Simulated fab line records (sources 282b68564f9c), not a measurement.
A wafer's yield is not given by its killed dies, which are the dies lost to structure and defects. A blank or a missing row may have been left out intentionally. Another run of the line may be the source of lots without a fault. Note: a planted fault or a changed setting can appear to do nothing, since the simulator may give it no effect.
fab line records    flow rit_cmos    part 1 of 2: steps 1 to 26 of 37
[record] lots = 5  wafers = 15  last_day = 5
route steps=202 shown PRETRO@74 GATE@75 FOX2@80 REOX@98 NLDD@103
lots untouched by any fault: they come from a run of this same line in which no faults occurred
start_h: the number of hours between the record's first day and the start of the first shown wafer of the lot    wait_h: hours from the lot's prior step to this one    " repeats the value in the row above    L1.1+2: a single row standing in for several wafers    - no value, or no start was given    * or withheld: withheld    < > ~ a bound
route shown NAME@n: a module of which the file shows steps, and the number in the route of the first    usual: the fault-free wafers' mean and standard deviation    same: alike in all rows    chamber/n: place in a boat    sites: the reading at each site    _std_site: their standard deviation    _edge_site: mean of outer sites minus mean of inner sites    radius_mm: how far each site lies from the wafer's centre    mask NAME#n: copy n    behind: the last tool/chamber to shape the wafer    hold: what put the lot on hold/how long, in hours/how the hold closed    device: the n, p or np transistor that did not switch    end of line: tests run on the same wafers once the route is complete    a step given without rows: its recipe and nothing more    killed: not the wafer's yield, but the dies lost to structure and defects at the first sort    map: per-die view of a wafer (x killed, . not killed, _ where there is no die)
set.NAME: the setting that was run; set.NAME@STEP: the one run at that earlier step    model.NAME: the simulator's own value behind a step, which no gauge read
certain route steps with their lots: each step a table, each wafer a row
services: from which hour (start_h, from the record's first day; less than 0 if before it) a tool's chamber was out of use, for how many hours, and why
[[steps]]
[step RIT_PRETRO_TW_MEAS_10]
[usual] PRETRO_TW = 472/6.7
lot.wafer  tool           chamber  start_h  wait_h  PRETRO_TW
L082.2     film_metro-02  -        75.79    0.1     472
L082.3     "              -        "        "       472
L082.4     "              -        "        "       472
L083.1     film_metro-03  -        78.88    0.1     483
L083.4     "              -        "        "       485
L083.5     "              -        "        "       483
L084.3     film_metro-03  -        83.75    0.1     482
L084.4     "              -        "        "       483
L084.5     "              -        "        "       485
L085.2     film_metro-02  -        88.90    0.1     472
L085.3     "              -        "        "       470
L085.6     "              -        "        "       471
L086.3     film_metro-01  -        93.19    0.1     464
L086.4     "              -        "        "       465
L086.6     "              -        "        "       467
[step RIT_GATE_WET_ETCH_00]
[recipe] chemistry = BOE  target = SiO2  target_depth_nm = 56  time_s = 60  dry = n2_spin  dilution = 10:1  temp_c = 21.5
[usual] temp_c = 21.47/0.11
lot.wafer  tool          chamber  start_h  wait_h  temp_c
L082.2     wet_bench-01  2        75.84    0.0     21.37
L082.3     "             2        "        "       21.42
L082.4     "             2        "        "       21.50
L083.1     wet_bench-04  3        78.94    0.1     21.35
L083.4     "             3        "        "       21.44
L083.5     "             3        "        "       21.54
L084.3     wet_bench-03  0        83.79    0.0     21.34
L084.4     "             0        "        "       21.27
L084.5     "             0        "        "       21.53
L085.2     wet_bench-01  3        88.95    0.0     21.47
L085.3     "             3        "        "       21.57
L085.6     "             3        "        "       21.38
L086.3     wet_bench-03  2        93.23    0.0     21.39
L086.4     "             2        "        "       21.38
L086.6     "             2        "        "       21.42
[step RIT_GATE_CLEAN_01]
[recipe] chemistry = SC1  mix = 3:3:50  time_s = 600  temp_c = 75
[usual] temp_c = 75.01/0.11
lot.wafer  tool          chamber  start_h  wait_h  temp_c
L082.2     wet_bench-04  2        75.87    0.0     75.04
L082.3     "             2        "        "       74.75
L082.4     "             2        "        "       75.01
L083.1     wet_bench-01  0        78.97    0.0     75.11
L083.4     "             0        "        "       75.03
L083.5     "             0        "        "       75.08
L084.3     wet_bench-04  3        83.82    0.0     75.06
L084.4     "             3        "        "       75.01
L084.5     "             3        "        "       75.02
L085.2     wet_bench-03  1        88.98    0.0     75.05
L085.3     "             1        "        "       75.00
L085.6     "             1        "        "       75.02
L086.3     wet_bench-04  1        93.29    0.0     74.85
L086.4     "             1        "        "       74.99
L086.6     "             1        "        "       74.69
[step RIT_GATE_CLEAN_02]
[recipe] chemistry = dHF  dilution = 50:1  time_s = 30
lot.wafer   tool          chamber  start_h  wait_h
L082.2+3+4  wet_bench-03  2        76.08    0.0
L083.1+4+5  wet_bench-03  3        79.14    0.0
L084.3+4+5  wet_bench-03  0        84.00    0.0
L085.2+3+6  wet_bench-01  2        89.17    0.0
L086.3+4+6  wet_bench-03  3        93.46    0.0
[step RIT_GATE_CLEAN_03]
[recipe] chemistry = SC2  mix = 3:3:50  time_s = 600  temp_c = 75  dry = n2_spin
[usual] temp_c = 75.02/0.14
lot.wafer  tool          chamber  start_h  wait_h  temp_c
L082.2     wet_bench-01  2        76.09    0.0     75.08
L082.3     "             2        "        "       74.95
L082.4     "             2        "        "       75.09
L083.1     wet_bench-04  3        79.16    0.0     74.91
L083.4     "             3        "        "       75.06
L083.5     "             3        "        "       74.96
L084.3     wet_bench-04  1        84.01    0.0     75.14
L084.4     "             1        "        "       74.94
L084.5     "             1        "        "       74.99
L085.2     wet_bench-04  0        89.19    0.0     75.19
L085.3     "             0        "        "       75.05
L085.6     "             0        "        "       75.11
L086.3     wet_bench-04  1        93.50    0.0     75.30
L086.4     "             1        "        "       75.08
L086.6     "             1        "        "       75.20
[step RIT_GATE_CLEAN_04]
[recipe] chemistry = dHF  dilution = 50:1  time_s = 60  dry = n2_spin
lot.wafer   tool          chamber  start_h  wait_h
L082.2+3+4  wet_bench-04  1        76.27    0.0
L083.1+4+5  wet_bench-01  0        79.35    0.0
L084.3+4+5  wet_bench-03  2        84.19    0.0
L085.2+3+6  wet_bench-03  2        89.36    0.0
L086.3+4+6  wet_bench-03  1        93.68    0.0
[step RIT_FOX2_THK_MEAS_91]
[recipe] reads = SiO2_of_FOX2_OXIDATION_00
[usual] FIELD_OXIDE_LEFT_2_THK = 255/6.4
lot.wafer  tool           chamber  start_h  wait_h  FIELD_OXIDE_LEFT_2_THK[nm]
L082.2     film_metro-03  -        76.31    0.0     248
L082.3     "              -        "        "       246
L082.4     "              -        "        "       244
L083.1     film_metro-04  -        79.38    0.0     254
L083.4     "              -        "        "       254
L083.5     "              -        "        "       253
L084.3     film_metro-03  -        84.24    0.0     251
L084.4     "              -        "        "       244
L084.5     "              -        "        "       248
L085.2     film_metro-03  -        89.40    0.0     255
L085.3     "              -        "        "       256
L085.6     "              -        "        "       259
L086.3     film_metro-04  -        93.75    0.0     256
L086.4     "              -        "        "       256
L086.6     "              -        "        "       260
[step RIT_GATE_OXIDATION_05]
[recipe] temp_c = 900  ambient = O2  target_thk_a = 30  ox_time_s = 270
[usual] spike_tc_source_C = 922.0/1.2  zone_power_load_pct = 31/5.5
lot.wafer  tool        chamber  start_h  wait_h  spike_tc_source_C  zone_power_load_pct
L082.2     furnace-04  0        76.62    0.3     921.1              27
L082.3     "           0        "        "       920.7              27
L082.4     "           0        "        "       920.8              27
L083.1     furnace-01  0        79.44    0.1     922.3              37
L083.4     "           0        "        "       922.2              38
L083.5     "           0        "        "       924.2              38
L084.3     furnace-01  0        84.28    0.0     922.0              38
L084.4     "           0        "        "       923.5              37
L084.5     "           0        "        "       923.7              38
L085.2     furnace-03  0        89.89    0.5     921.4              26
L085.3     "           0        "        "       920.2              26
L085.6     "           0        "        "       921.6              26
L086.3     furnace-01  0        93.79    0.0     920.5              38
L086.4     "           0        "        "       923.1              38
L086.6     "           0        "        "       922.8              38
[step RIT_GATE_ANNEAL_06]
[recipe] temp_c = 900  time_s = 600  ambient = N2O
[usual] spike_tc_source_C = 921.6/1.3  zone_power_load_pct = 29/4.6
lot.wafer  tool        chamber  start_h  wait_h  spike_tc_source_C  zone_power_load_pct
L082.2     furnace-04  0        77.69    0.0     920.1              27
L082.3     "           0        "        "       920.6              27
L082.4     "           0        "        "       921.5              27
L083.1     furnace-01  0        80.51    0.0     923.2              38
L083.4     "           0        "        "       923.1              38
L083.5     "           0        "        "       922.0              37
L084.3     furnace-04  0        87.30    1.9     921.0              27
L084.4     "           0        "        "       922.9              26
L084.5     "           0        "        "       922.3              27
L085.2     furnace-03  0        92.28    1.3     921.2              26
L085.3     "           0        "        "       922.0              26
L085.6     "           0        "        "       921.0              26
L086.3     furnace-04  0        94.86    0.0     920.8              27
L086.4     "           0        "        "       919.9              26
L086.6     "           0        "        "       920.6              27
[step RIT_GATE_THK_MEAS_07]
[recipe] reads = SiO2_of_GATE_OXIDATION_05
[usual] GATE_OXIDE_THK = 3.00/0.053
lot.wafer  tool           chamber  start_h  wait_h  GATE_OXIDE_THK[nm]
L082.2     film_metro-02  -        77.95    0.0     3.06
L082.3     "              -        "        "       3.09
L082.4     "              -        "        "       3.14
L083.1     film_metro-03  -        80.76    0.0     2.96
L083.4     "              -        "        "       3.02
L083.5     "              -        "        "       2.98
L084.3     film_metro-03  -        87.57    0.0     2.98
L084.4     "              -        "        "       3.02
L084.5     "              -        "        "       2.96
L085.2     film_metro-02  -        92.54    0.0     3.04
L085.3     "              -        "        "       2.88
L085.6     "              -        "        "       2.94
L086.3     film_metro-03  -        95.13    0.0     2.97
L086.4     "              -        "        "       3.02
L086.6     "              -        "        "       3.01
[step RIT_GATE_CVD_08]
[recipe] material = poly-Si  target_thk_nm = 250  temp_c = 610  precursor = SiH4  time_s = 2220  pressure_mtorr = 300  sih4_flow_sccm = 100
[usual] spike_tc_source_C = 629.9/1.7  zone_power_load_pct = 11.6/0.54
lot.wafer  tool      chamber  start_h  wait_h  spike_tc_source_C  zone_power_load_pct
L082.2     lpcvd-01  1        78.00    0.0     629.1              10.8
L082.3     "         1        "        "       629.6              10.6
L082.4     "         1        "        "       628.9              10.8
L083.1     lpcvd-01  0        80.82    0.1     628.7              11.5
L083.4     "         0        "        "       630.3              11.5
L083.5     "         0        "        "       628.3              11.7
L084.3     lpcvd-02  0        87.61    0.0     629.5              11.6
L084.4     "         0        "        "       628.1              11.6
L084.5     "         0        "        "       629.1              11.6
L085.2     lpcvd-02  1        93.09    0.5     630.7              12.3
L085.3     "         1        "        "       630.7              12.1
L085.6     "         1        "        "       632.7              12.2
L086.3     lpcvd-01  1        95.17    0.0     628.6              10.8
L086.4     "         1        "        "       631.4              10.9
L086.6     "         1        "        "       628.1              10.6
[step RIT_GATE_THK_MEAS_09]
[recipe] reads = poly-Si_of_GATE_CVD_08
[usual] GATE_POLY_THK = 250.5/2.3
lot.wafer  tool           chamber  start_h  wait_h  GATE_POLY_THK[nm]
L082.2     film_metro-03  -        79.63    0.0     252.9
L082.3     "              -        "        "       252.4
L082.4     "              -        "        "       253.7
L083.1     film_metro-02  -        82.44    0.0     250.8
L083.4     "              -        "        "       250.4
L083.5     "              -        "        "       249.2
L084.3     film_metro-04  -        89.24    0.0     250.8
L084.4     "              -        "        "       250.3
L084.5     "              -        "        "       252.5
L085.2     film_metro-03  -        94.71    0.0     253.7
L085.3     "              -        "        "       253.4
L085.6     "              -        "        "       252.2
L086.3     film_metro-03  -        96.81    0.0     251.2
L086.4     "              -        "        "       250.1
L086.6     "              -        "        "       248.6
[step RIT_GATE_HMDS_10]
[recipe] prime_time_s = 60  prime_temp_c = 140
[usual] chill_plate_temp_C = 22.98/0.088
[same] prime_time_s = 60
lot.wafer  tool            chamber  start_h  wait_h  chill_plate_temp_C
L082.2     litho_track-01  0        79.70    0.1     23.13
L082.3     "               0        "        "       22.94
L082.4     "               0        "        "       22.82
L083.1     litho_track-04  0        82.55    0.1     23.05
L083.4     "               0        "        "       22.76
L083.5     "               0        "        "       23.03
L084.3     litho_track-03  0        89.33    0.1     23.11
L084.4     "               0        "        "       23.11
L084.5     "               0        "        "       23.02
L085.2     litho_track-03  0        94.79    0.1     23.03
L085.3     "               0        "        "       23.03
L085.6     "               0        "        "       23.00
L086.3     litho_track-03  0        96.90    0.1     23.07
L086.4     "               0        "        "       22.95
L086.6     "               0        "        "       22.99
[step RIT_GATE_COAT_11]
[recipe] resist = NOVOLAK  spin_rpm = 4250  resist_thk_nm = 850
[usual] chill_plate_temp_C = 22.99/0.11
lot.wafer  tool            chamber  start_h  wait_h  chill_plate_temp_C
L082.2     litho_track-01  0        79.85    0.1     23.11
L082.3     "               0        "        "       22.85
L082.4     "               0        "        "       23.10
L083.1     litho_track-04  0        82.70    0.1     22.94
L083.4     "               0        "        "       23.00
L083.5     "               0        "        "       22.85
L084.3     litho_track-03  0        89.48    0.1     22.89
L084.4     "               0        "        "       22.88
L084.5     "               0        "        "       22.82
L085.2     litho_track-03  0        94.94    0.1     22.99
L085.3     "               0        "        "       22.95
L085.6     "               0        "        "       22.88
L086.3     litho_track-03  0        97.05    0.1     22.94
L086.4     "               0        "        "       22.87
L086.6     "               0        "        "       22.99
[step RIT_GATE_SOFTBAKE_12]
[recipe] resist = NOVOLAK  temp_c = 90  time_s = 59.16
[usual] chill_plate_temp_C = 22.96/0.095
lot.wafer  tool            chamber  start_h  wait_h  chill_plate_temp_C
L082.2     litho_track-01  0        80.00    0.1     23.09
L082.3     "               0        "        "       23.11
L082.4     "               0        "        "       22.84
L083.1     litho_track-04  0        82.85    0.1     22.98
L083.4     "               0        "        "       22.97
L083.5     "               0        "        "       22.91
L084.3     litho_track-03  0        89.63    0.1     23.08
L084.4     "               0        "        "       22.95
L084.5     "               0        "        "       23.00
L085.2     litho_track-03  0        95.09    0.1     22.90
L085.3     "               0        "        "       22.96
L085.6     "               0        "        "       23.00
L086.3     litho_track-03  0        97.20    0.1     22.93
L086.4     "               0        "        "       23.02
L086.6     "               0        "        "       22.84
[step RIT_GATE_EXPOSE_13]
[recipe] mask_id = M6  na = 0.6  source_shape = conventional  sigma_outer = 0.6  target_cd_nm = 150  dose_mj = 380
[usual] focus_offset_nm = 0.0/0.53
lot.wafer  tool              chamber  start_h  wait_h  mask  focus_offset_nm
L082.2     iline_stepper-02  0        80.15    0.1     M6#0  0.0
L082.3     "                 0        "        "       M6#0  0.0
L082.4     "                 0        "        "       M6#0  -0.5
L083.1     iline_stepper-01  0        83.13    0.3     M6#0  0.0
L083.4     "                 0        "        "       M6#0  0.2
L083.5     "                 0        "        "       M6#0  -0.4
L084.3     iline_stepper-02  0        89.90    0.2     M6#0  0.8
L084.4     "                 0        "        "       M6#0  0.7
L084.5     "                 0        "        "       M6#0  0.2
L085.2     iline_stepper-02  0        95.23    0.1     M6#0  0.4
L085.3     "                 0        "        "       M6#0  0.9
L085.6     "                 0        "        "       M6#0  0.1
L086.3     iline_stepper-01  0        97.47    0.2     M6#0  0.0
L086.4     "                 0        "        "       M6#0  -0.1
L086.6     "                 0        "        "       M6#0  0.1
[step RIT_GATE_PEB_14]
[recipe] resist = NOVOLAK  temp_c = withheld  time_s = withheld
[usual] chill_plate_temp_C = *
lot.wafer  tool            chamber  start_h  wait_h  chill_plate_temp_C
L082.2     litho_track-01  0        80.27    0.1     *
L082.3     "               0        "        "       *
L082.4     "               0        "        "       *
L083.1     litho_track-03  0        83.24    0.1     *
L083.4     "               0        "        "       *
L083.5     "               0        "        "       *
L084.3     litho_track-03  0        90.02    0.1     *
L084.4     "               0        "        "       *
L084.5     "               0        "        "       *
L085.2     litho_track-03  0        95.35    0.1     *
L085.3     "               0        "        "       *
L085.6     "               0        "        "       *
L086.3     litho_track-03  0        97.59    0.1     *
L086.4     "               0        "        "       *
L086.6     "               0        "        "       *
[step RIT_GATE_DEVELOP_15]
[recipe] resist = NOVOLAK  develop_time_s = 50  dev_temp_c = 23
[usual] chill_plate_temp_C = 22.98/0.1
lot.wafer  tool            chamber  start_h  wait_h  chill_plate_temp_C
L082.2     litho_track-01  0        -        -       22.88
L082.3     "               0        "        "       22.96
L082.4     "               0        "        "       22.88
L083.1     litho_track-03  0        -        -       23.09
L083.4     "               0        "        "       22.97
L083.5     "               0        "        "       23.11
L084.3     litho_track-03  0        -        -       22.90
L084.4     "               0        "        "       22.85
L084.5     "               0        "        "       22.73
L085.2     litho_track-03  0        -        -       23.03
L085.3     "               0        "        "       22.83
L085.6     "               0        "        "       22.95
L086.3     litho_track-03  0        -        -       22.90
L086.4     "               0        "        "       22.99
L086.6     "               0        "        "       22.96
[step RIT_GATE_CD_MEAS_16]
[recipe] target_cd_nm = 150
[usual] cd_nm = 149.0/2.2
lot.wafer  tool       chamber  start_h  wait_h  cd_nm
L082.2     cd_sem-01  -        80.55    -       151.6
L082.3     "          -        "        "       151.7
L082.4     "          -        "        "       151.5
L083.1     cd_sem-02  -        83.53    -       147.2
L083.4     "          -        "        "       148.8
L083.5     "          -        "        "       148.5
L084.3     cd_sem-01  -        90.30    -       151.7
L084.4     "          -        "        "       150.6
L084.5     "          -        "        "       149.4
L085.2     cd_sem-01  -        95.63    -       151.3
L085.3     "          -        "        "       148.8
L085.6     "          -        "        "       151.6
L086.3     cd_sem-01  -        97.87    -       150.0
L086.4     "          -        "        "       149.2
L086.6     "          -        "        "       147.3
[step RIT_GATE_OVL_MEAS_17]
[usual] GATE_OVL = -0.6/1.4
lot.wafer  tool        chamber  start_h  wait_h  GATE_OVL[nm]
L082.2     overlay-02  -        80.66    0.1     1.0
L082.3     "           -        "        "       -0.9
L082.4     "           -        "        "       -0.5
L083.1     overlay-01  -        83.65    0.1     -0.5
L083.4     "           -        "        "       -2.1
L083.5     "           -        "        "       -0.6
L084.3     overlay-02  -        90.39    0.1     2.9
L084.4     "           -        "        "       3.8
L084.5     "           -        "        "       0.4
L085.2     overlay-01  -        95.74    0.1     -1.6
L085.3     "           -        "        "       -3.6
L085.6     "           -        "        "       -3.5
L086.3     overlay-01  -        97.96    0.1     -1.7
L086.4     "           -        "        "       -2.4
L086.6     "           -        "        "       -1.9
[step RIT_GATE_HARDBAKE_18]
[recipe] resist = NOVOLAK  temp_c = 140  time_s = 60
[usual] chill_plate_temp_C = 22.99/0.1
lot.wafer  tool            chamber  start_h  wait_h  chill_plate_temp_C
L082.2     litho_track-04  0        80.71    0.0     23.20
L082.3     "               0        "        "       23.04
L082.4     "               0        "        "       23.03
L083.1     litho_track-04  0        83.68    0.0     22.94
L083.4     "               0        "        "       23.28
L083.5     "               0        "        "       23.02
L084.3     litho_track-03  0        90.46    0.1     23.02
L084.4     "               0        "        "       23.07
L084.5     "               0        "        "       23.03
L085.2     litho_track-04  0        95.80    0.1     23.03
L085.3     "               0        "        "       23.03
L085.6     "               0        "        "       23.02
L086.3     litho_track-04  0        98.03    0.1     23.06
L086.4     "               0        "        "       23.01
L086.6     "               0        "        "       23.05
[step RIT_GATE_ETCH_19]
[recipe] chemistry = SF6/CHF3/O2  time_s = 165  SF6_flow_sccm = 30  CHF3_flow_sccm = 30  O2_flow_sccm = 5  target = poly-Si  pressure_mtorr = 40  rf_w = 160  target_depth_a = 3125  over_etch_frac = 0.25  stop_on = SiO2
[usual] drypump_motor_current_A = 6.0/0.32  oes_product_au = 0.848/0.0095  rf_fwd_power_W = 159.2/0.51  throttle_valve_pct = 10.30/0.14
lot.wafer  tool       chamber  start_h  wait_h  drypump_motor_current_A  oes_product_au  rf_fwd_power_W  rf_hours_counter_h  throttle_valve_pct
L082.2     rie_si-02  0        80.84    0.1     5.9                      0.856           159.1           98                  10.51
L082.3     "          1        "        "       5.8                      0.855           158.3           0                   10.33
L082.4     "          0        "        "       5.9                      0.850           159.0           -                   10.49
L083.1     rie_si-01  3        83.83    0.1     6.3                      0.857           159.8           29                  10.18
L083.4     "          0        "        "       5.7                      0.847           159.4           4                   10.35
L083.5     "          0        "        "       5.7                      0.845           159.3           -                   10.35
L084.3     rie_si-02  0        90.56    0.1     5.9                      0.834           158.4           98                  10.49
L084.4     "          1        "        "       5.8                      0.843           158.4           -                   10.34
L084.5     "          3        "        "       6.1                      0.867           159.3           -                   10.43
L085.2     rie_si-01  3        95.93    0.1     6.3                      0.863           160.3           29                  10.18
L085.3     "          1        "        "       6.4                      0.860           159.1           1                   10.20
L085.6     "          3        "        "       6.4                      0.862           159.9           -                   10.18
L086.3     rie_si-02  1        98.13    0.1     5.8                      0.851           159.9           0                   10.34
L086.4     "          3        "        "       6.1                      0.861           159.0           -                   10.44
L086.6     "          0        "        "       5.9                      0.845           159.7           -                   10.49
[step RIT_GATE_STRIP_20]
[recipe] chemistry = O2  time_s = 180  resist = NOVOLAK  platen_temp_c = withheld  power_w = 500  pressure_mtorr = 4000  o2_flow_sccm = 4000
[usual] drypump_motor_current_A = 6.09/0.19
lot.wafer  tool             chamber  start_h  wait_h  drypump_motor_current_A  rf_hours_counter_h
L082.2     plasma_asher-04  1        80.94    0.1     6.48                     41
L082.3     "                1        "        "       6.42                     -
L082.4     "                0        "        "       6.02                     -
L083.1     plasma_asher-04  0        83.94    0.1     6.05                     41
L083.4     "                1        "        "       6.45                     -
L083.5     "                0        "        "       6.05                     -
L084.3     plasma_asher-03  1        90.73    0.1     5.98                     -
L084.4     "                0        "        "       6.12                     -
L084.5     "                0        "        "       6.15                     -
L085.2     plasma_asher-02  0        96.03    0.1     6.04                     45
L085.3     "                1        "        "       5.74                     -
L085.6     "                0        "        "       6.04                     -
L086.3     plasma_asher-03  0        98.30    0.1     6.13                     -
L086.4     "                1        "        "       5.98                     -
L086.6     "                0        "        "       6.17                     -
[step RIT_GATE_CD_MEAS_90]
[recipe] target_cd_nm = 150
[usual] cd_nm = 148.9/2.1
lot.wafer  tool       chamber  start_h  wait_h  cd_nm
L082.2     cd_sem-02  -        81.14    0.1     151.9
L082.3     "          -        "        "       152.2
L082.4     "          -        "        "       151.8
L083.1     cd_sem-01  -        84.12    0.1     147.3
L083.4     "          -        "        "       148.7
L083.5     "          -        "        "       148.8
L084.3     cd_sem-02  -        90.89    0.1     151.7
L084.4     "          -        "        "       151.0
L084.5     "          -        "        "       149.4
L085.2     cd_sem-01  -        96.23    0.1     151.3
L085.3     "          -        "        "       148.8
L085.6     "          -        "        "       151.7
L086.3     cd_sem-01  -        98.46    0.1     150.2
L086.4     "          -        "        "       149.1
L086.6     "          -        "        "       147.6
[step RIT_REOX_CLEAN_00]
[recipe] chemistry = SC1  mix = 3:3:50  time_s = 600  temp_c = 76.21
[usual] temp_c = 76.22/0.13
lot.wafer  tool          chamber  start_h  wait_h  temp_c
L082.2     wet_bench-04  0        81.24    0.1     76.31
L082.3     "             0        "        "       76.16
L082.4     "             0        "        "       76.07
L083.1     wet_bench-02  0        84.24    0.1     76.02
L083.4     "             0        "        "       76.08
L083.5     "             0        "        "       76.00
L084.3     wet_bench-02  3        90.97    0.1     76.00
L084.4     "             3        "        "       76.08
L084.5     "             3        "        "       76.10
L085.2     wet_bench-02  1        96.33    0.1     76.12
L085.3     "             1        "        "       76.15
L085.6     "             1        "        "       76.11
L086.3     wet_bench-02  2        98.54    0.1     76.41
L086.4     "             2        "        "       76.21
L086.6     "             2        "        "       76.27
[step RIT_REOX_CLEAN_01]
[recipe] chemistry = dHF  dilution = 50:1  time_s = 30
lot.wafer   tool          chamber  start_h  wait_h
L082.2+3+4  wet_bench-03  3        81.41    0.0
L083.1+4+5  wet_bench-03  1        84.43    0.0
L084.3+4+5  wet_bench-04  1        91.17    0.0
L085.2+3+6  wet_bench-04  1        96.50    0.0
L086.3+4+6  wet_bench-03  2        98.71    0.0
